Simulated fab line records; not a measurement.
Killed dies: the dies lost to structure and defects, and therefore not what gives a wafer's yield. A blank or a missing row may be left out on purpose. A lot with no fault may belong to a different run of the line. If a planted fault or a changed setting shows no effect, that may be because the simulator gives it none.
Problem report, 8D (eight disciplines) form, completed by code || flow ritCmos || the parts of the form that need people (team, actions taken, sign-off) are left out

== 1. PROBLEM STATEMENT ==
Wafers without a fault read 450 C, standard deviation 0.041; tubeCenterTempC at RIT_M1_ANNEAL_15 reads a mean of 390 C on 6 wafers belonging to 2 lots. That is -99 or more standard deviations from the usual mean.
The step: time 1800 s.
Seen first at day 8 04:20 on furnace-02, wafer L277.1. Wafers with a number at this step in the record: 42, from 14 lots. Rule for "out", or "out of limits": more than 4 standard deviations from the usual mean. Any other wafer with a number is counted as sound.

== 2. WHAT IT IS AND WHAT IT IS NOT ==
{"question": "which readings at this step", "is": "tubeCenterTempC, spikeTcCentreC, spikeTcLoadC, spikeTcSourceC, tube_center_temp_C_max, zonePowerCentrePct, zonePowerLoadPct, zonePowerSourcePct", "is not": "-"}
{"question": "which lots", "is": "L277, L278", "is not": "L256, L257, L258, L259, L262, L263, L264, L265, L266, L268, L269, L271"}
{"question": "which wafers of those lots", "is": "all that have a number", "is not": "-"}
{"question": "read on which tools", "is": "furnace-02", "is not": "-"}
{"question": "when", "is": "from day 8 04:20", "is not": "up to then (36 sound wafers)"}

== 3. WHAT RULES OUT EACH SUSPECT ==
Counting: any tool at a process step up to the reading is kept as a suspect provided that every lot that is out went through it and no sound lot did after the first of them.
- furnace-02 at RIT_M1_ANNEAL_15 (time 1800 s): kept. All lots that are out passed through it, beginning with L277 at day 8 04:20, and no sound lot followed; its final sound lot before that point was L271 at day 6 14:01. On those wafers its own readings are out: spikeTcCentreC, spikeTcLoadC, spikeTcSourceC, tubeCenterTempC, tube_center_temp_C_max, zonePowerCentrePct, zonePowerLoadPct, zonePowerSourcePct.
Left after counting: furnace-02 at RIT_M1_ANNEAL_15.

== 4. THE CAUSE (what the simulator had put in) ==
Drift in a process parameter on furnace-02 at RIT_M1_ANNEAL_15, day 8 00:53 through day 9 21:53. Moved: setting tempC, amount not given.
After counting, this tool was the only one left.

== 5. THE EFFECT CHAIN, in route order ==
Each row: a reading where the mean over the struck wafers with a number is more than 3 standard deviations away from the usual. Scope: only readings with a usual standard deviation given in the record; hours: median across lots of the time from each lot's start at the first step in this table that gives one to its start at this step; sigmas: change in usual standard deviations.
{"hours": 0, "step": "RIT_M1_ANNEAL_15", "reading": "spikeTcCentreC", "usual": "453.5 C", "on struck wafers": 393.4, "change": -60.1, "sigmas": -61}
{"hours": 0, "step": "RIT_M1_ANNEAL_15", "reading": "spikeTcLoadC", "usual": "469.9 C", "on struck wafers": 409.5, "change": -60.4, "sigmas": -60}
{"hours": 0, "step": "RIT_M1_ANNEAL_15", "reading": "spikeTcSourceC", "usual": "467.3 C", "on struck wafers": 406.4, "change": -60.9, "sigmas": -69}
{"hours": 0, "step": "RIT_M1_ANNEAL_15", "reading": "tubeCenterTempC", "usual": "450 C", "on struck wafers": 390, "change": -60, "sigmas": "-99 or more"}
{"hours": 0, "step": "RIT_M1_ANNEAL_15", "reading": "tube_center_temp_C_max", "usual": 451.16, "on struck wafers": 391.13, "change": -60.03, "sigmas": "-99 or more"}
{"hours": 0, "step": "RIT_M1_ANNEAL_15", "reading": "zonePowerCentrePct", "usual": "15.97 %", "on struck wafers": 13.65, "change": -2.32, "sigmas": -15}
{"hours": 0, "step": "RIT_M1_ANNEAL_15", "reading": "zonePowerLoadPct", "usual": "5.75 %", "on struck wafers": 4.54, "change": -1.21, "sigmas": -20}
{"hours": 0, "step": "RIT_M1_ANNEAL_15", "reading": "zonePowerSourcePct", "usual": "6.30 %", "on struck wafers": 4.93, "change": -1.37, "sigmas": -21}
Its process steps:
- RIT_M1_ANNEAL_15: time 1800 s.

== 6. HOW IT WOULD HAVE BEEN CAUGHT EARLIER ==
In this record no reading fell out of limits until day 8 04:20, 3 hours after the fault had begun at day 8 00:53.
